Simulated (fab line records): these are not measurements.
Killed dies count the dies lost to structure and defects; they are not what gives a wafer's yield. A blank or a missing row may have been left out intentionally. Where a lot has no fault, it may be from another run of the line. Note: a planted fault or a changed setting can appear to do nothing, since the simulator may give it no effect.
A lot that was struck, set against a sound lot | flow rit-cmos | 44 out of 202 route steps
Sound: the wafers L381.1, L381.4, L381.5. Struck: wafers L397.1, L397.3, L397.6. Last of all comes the cause.
For every step that has rows: the tool of each side, followed by ch and its chambers, followed by its first start. Under that, the readings that differ: sound wafers | struck wafers | difference of the means | sigmas: that difference in standard deviations of wafers without a fault.
alike: words and numbers the same on both sides, and readings whose means are apart by under 2 such deviations; not compared: readings that were withheld, readings missing a value for some wafer, numbers with overlapping values and no deviation given by the record, and bounds like >300 which may hide the same value.
A row with sigmas, a row that says differs or no value, or rows on one side alone: a step with any of these is where the two part. Non-overlapping numbers with no deviation appear without sigmas and do not part them. A reading missing from all wafers of one side parts the sides only when that side holds two or more wafers.

first, 2 steps without rows for these wafers: RIT_NLDD_HARDBAKE_07 (time 60 s); RIT_NLDD_IMPLANT_08.
RIT_NLDD_STRIP_09: strips in O2, time 180 s.
  sound on plasma-asher-02 ch 0, day 3 02:25; struck on plasma-asher-04 ch 0,1, day 6 08:51
  alike: drypump-motor-current-A
  not compared: rf-hours-counter-h
RIT_NLDD_TW_MEAS_10:
  sound on film-metro-02 at day 3 02:35; struck on film-metro-02 at day 6 09:02
  alike: NLDD_TW
then, 6 steps without rows for these wafers: RIT_PLDD_HMDS_00 (prime time 60 s); RIT_PLDD_COAT_01 (resist thk 1000 nm); RIT_PLDD_SOFTBAKE_02 (time 60 s); RIT_PLDD_EXPOSE_03 (exposes mask M8, target cd 40900 nm); RIT_PLDD_PEB_04; RIT_PLDD_DEVELOP_05 (develop time 50 s).
RIT_PLDD_OVL_MEAS_06:
  sound on overlay-02 at day 3 03:37; struck on overlay-01 at day 6 10:04
  alike: PLDD_OVL
then, 1 step without rows for these wafers: RIT_PLDD_HARDBAKE_07 (time 60 s).
RIT_PLDD_IMPLANT_08:
  sound on implanter-03 ch 0, day 3 03:48; struck on implanter-03 ch 0, day 6 10:15
  alike: faraday-current-uA
RIT_PLDD_STRIP_09: strips in O2, time 180 s.
  sound on plasma-asher-01 ch 0, day 3 03:57; struck on plasma-asher-03 ch 0,1, day 6 10:24
  alike: drypump-motor-current-A
  not compared: rf-hours-counter-h
RIT_PLDD_TW_MEAS_10:
  sound on film-metro-03 at day 3 04:08; struck on film-metro-04 at day 6 10:34
  alike: PLDD_TW
then, 4 steps without rows for these wafers: RIT_SPACER_CLEAN_00 (cleans in SC1, time 600 s); RIT_SPACER_CLEAN_01 (cleans in dHF, time 30 s); RIT_SPACER_CLEAN_02 (cleans in SC2, time 600 s); RIT_SPACER_CVD_03 (deposits Si3N4 from SiH2Cl2/NH3, target thk 250 nm, time 3300 s).
RIT_SPACER_THK_MEAS_04:
  sound on film-metro-04 at day 3 07:26; struck on film-metro-03 at day 6 12:57
  alike: SPACER_NITRIDE_THK
RIT_SPACER_ETCHBACK_05: etches Si3N4 in SF6/CHF3, stops on SiO2, target depth 250 nm, time 240 s.
  sound on rie-diel-04 ch 0,2,3, day 3 07:29; struck on rie-diel-04 ch 0,3, day 6 13:01
  alike: drypump-motor-current-A, oes-product-au, throttle-valve-pct
  not compared: rf-hours-counter-h
then, 6 steps without rows for these wafers: RIT_NSD_HMDS_00 (prime time 60 s); RIT_NSD_COAT_01 (resist thk 1000 nm); RIT_NSD_SOFTBAKE_02 (time 60 s); RIT_NSD_EXPOSE_03 (exposes mask M9, target cd 40700 nm); RIT_NSD_PEB_04; RIT_NSD_DEVELOP_05 (develop time 50 s).
RIT_NSD_OVL_MEAS_06:
  sound on overlay-02 at day 3 08:37; struck on overlay-01 at day 6 14:10
  reading      | sound       | struck        | difference | sigmas
  NSD_OVL (nm) | 2.3 0.5 2.2 | 0.4 -1.3 -2.1 | -2.7       | -2
then, 2 steps without rows for these wafers: RIT_NSD_HARDBAKE_07 (time 60 s); RIT_NSD_IMPLANT_08.
RIT_NSD_STRIP_09: strips in O2, time 180 s.
  sound on plasma-asher-03 ch 0,1, day 3 08:57; struck on plasma-asher-02 ch 0,1, day 6 14:30
  alike: drypump-motor-current-A
  not compared: rf-hours-counter-h
RIT_NSD_TW_MEAS_10:
  sound on film-metro-03 at day 3 09:08; struck on film-metro-02 at day 6 14:40
  alike: NSD_TW
then, 6 steps without rows for these wafers: RIT_PSD_HMDS_00 (prime time 60 s); RIT_PSD_COAT_01 (resist thk 1000 nm); RIT_PSD_SOFTBAKE_02 (time 60 s); RIT_PSD_EXPOSE_03 (exposes mask M10, target cd 40900 nm); RIT_PSD_PEB_04; RIT_PSD_DEVELOP_05 (develop time 50 s).
RIT_PSD_OVL_MEAS_06:
  sound on overlay-02 at day 3 10:02; struck on overlay-02 at day 6 15:48
  alike: PSD_OVL
then, 2 steps without rows for these wafers: RIT_PSD_HARDBAKE_07 (time 60 s); RIT_PSD_IMPLANT_08.
RIT_PSD_STRIP_09: strips in O2, time 180 s.
  sound on plasma-asher-02 ch 0, day 3 10:22; struck on plasma-asher-01 ch 0, day 6 16:08
  alike: drypump-motor-current-A
  not compared: rf-hours-counter-h
RIT_SDANNEAL_RS_MEAS_06: the measuring method here is four-point-probe.
  sound on film-metro-03 at day 3 11:19; struck on film-metro-02 at day 6 17:25
  reading          | sound             | struck            | difference | sigmas
  PLDD_RS (ohm/sq) | 178.0 178.2 177.7 | 184.8 184.8 185.0 | +6.9       | +13
RIT_M1_PROBE_99:
  sound on prober-01 at day 3 18:29; struck on prober-01 at day 7 00:56
  reading                                    | sound                      | struck                 | difference | sigmas
  model.etest.pldd.rs-ohm-sq-range           | 13.39 10.86 5.631          | 124.6 126.4 122.8      | +114.6     |
  model.etest.pldd.rs-ohm-sq-rim-less-centre | 1.576 -5.763 -1.177        | 29.86 33.16 28.41      | +32.26     |
  model.etest.pmos_0p15.drive-ua-um-range    | 3.519 3.339 4.284          | 19.75 18.6 18.64       | +15.28     |
  model.etest.pmos_0p15.vt-v-range           | 0.002961 0.005272 0.004072 | 0.01857 0.01839 0.0136 | +0.01275   |
  alike: killed-at-contacts, killed-at-front-end, killed-dies, killed-open, killed-short
  not compared: model.etest.pmos_0p15.drive-ua-um-rim-less-centre

WHERE THEY PART
Earliest at RIT_NSD_OVL_MEAS_06; latest, in this record, at RIT_SDANNEAL_RS_MEAS_06. Later steps at which nothing parts them and some readings are alike: RIT_M1_PROBE_99.

WHY: what had been put in by the simulator
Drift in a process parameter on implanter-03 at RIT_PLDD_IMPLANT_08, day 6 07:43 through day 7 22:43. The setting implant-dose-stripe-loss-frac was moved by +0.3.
